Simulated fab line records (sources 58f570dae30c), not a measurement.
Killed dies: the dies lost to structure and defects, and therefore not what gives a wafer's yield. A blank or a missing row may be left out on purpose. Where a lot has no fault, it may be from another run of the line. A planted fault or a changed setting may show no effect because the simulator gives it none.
Chamber matching + flow berkeleyCmos170 + UCB170_NWELL_ETCH_13 on rieDiel-02 has 4 sister chambers
The step etches Si3N4 in CH3F/Ar/O2, stops on SiO2, target depth 246.4 nm, time 154 s. 16 wafers are shown with their chamber, then 8 later ones without.

## WAFERS WITH THEIR CHAMBER
| wafer  | chamber | drypumpMotorCurrentA (A) | throttleValvePct (%) | oesProductAu (a.u.) |
|--------|---------|--------------------------|----------------------|---------------------|
| L637.1 | 1       | 5.9                      | 8.00                 | 0.926               |
| L637.2 | 2       | 5.8                      | 8.32                 | 0.959               |
| L637.5 | 2       | 5.8                      | 8.33                 | 0.957               |
| L639.3 | 2       | 5.8                      | 8.33                 | 0.969               |
| L639.5 | 1       | 5.9                      | 8.03                 | 0.934               |
| L639.6 | 2       | 5.8                      | 8.34                 | 0.960               |
| L643.1 | 1       | 5.9                      | 8.03                 | 0.940               |
| L643.3 | 3       | 5.0                      | 8.20                 | 0.942               |
| L643.6 | 2       | 5.9                      | 8.34                 | 0.949               |
| L650.2 | 1       | 5.9                      | 8.01                 | 0.945               |
| L650.3 | 0       | 5.5                      | 8.18                 | 0.925               |
| L650.6 | 3       | 5.0                      | 8.21                 | 0.957               |
| L651.1 | 2       | 5.8                      | 8.34                 | 0.957               |
| L651.2 | 0       | 5.5                      | 8.17                 | 0.923               |
| L651.4 | 3       | 5.0                      | 8.20                 | 0.949               |
| L653.1 | 1       | 5.9                      | 8.01                 | 0.944               |

SIGNATURES (means of the wafers above)
| reading              | chamber 0 | chamber 1 | chamber 2 | chamber 3 | scatter within a chamber |
|----------------------|-----------|-----------|-----------|-----------|--------------------------|
| drypumpMotorCurrentA | 5.500     | 5.900     | 5.817     | 5.000     | 0.0264                   |
| throttleValvePct     | 8.1750    | 8.0160    | 8.3333    | 8.2033    | 0.00987                  |
| oesProductAu         | 0.92400   | 0.93780   | 0.95850   | 0.94933   | 0.0069                   |
Rule: a wafer lies at a distance from a chamber equal to the root of the sum of squares, over the readings, of (its reading less the chamber's mean, divided by the reading's scatter). The wafer belongs to the nearest chamber; if the next one is less than 2 further off, it can't be placed. The scatter: the root of (the sum of the squares of (reading less its chamber's mean) over the shown wafers, divided by (wafers less chambers)).

## WAFERS WITH NO CHAMBER GIVEN
| wafer  | drypumpMotorCurrentA (A) | throttleValvePct (%) | oesProductAu (a.u.) |
|--------|--------------------------|----------------------|---------------------|
| L653.2 | 5.5                      | 8.17                 | 0.930               |
| L653.5 | 5.6                      | 8.17                 | 0.927               |
| L656.2 | 5.8                      | 8.34                 | 0.960               |
| L656.3 | 5.9                      | 8.02                 | 0.933               |
| L656.5 | 5.9                      | 8.02                 | 0.933               |
| L659.1 | 5.8                      | 8.34                 | 0.960               |
| L659.2 | 5.0                      | 8.20                 | 0.947               |
| L659.4 | 5.8                      | 8.32                 | 0.955               |

## WHICH CHAMBER EACH ONE RAN IN
| wafer  | from the rows above | in truth |
|--------|---------------------|----------|
| L653.2 | 0                   | 0        |
| L653.5 | 0                   | 0        |
| L656.2 | 2                   | 2        |
| L656.3 | 1                   | 1        |
| L656.5 | 1                   | 1        |
| L659.1 | 2                   | 2        |
| L659.2 | 3                   | 3        |
| L659.4 | 2                   | 2        |
Correct placement for 8 of the 8. Left unplaced by these rows: 0. Wrongly placed: 0.
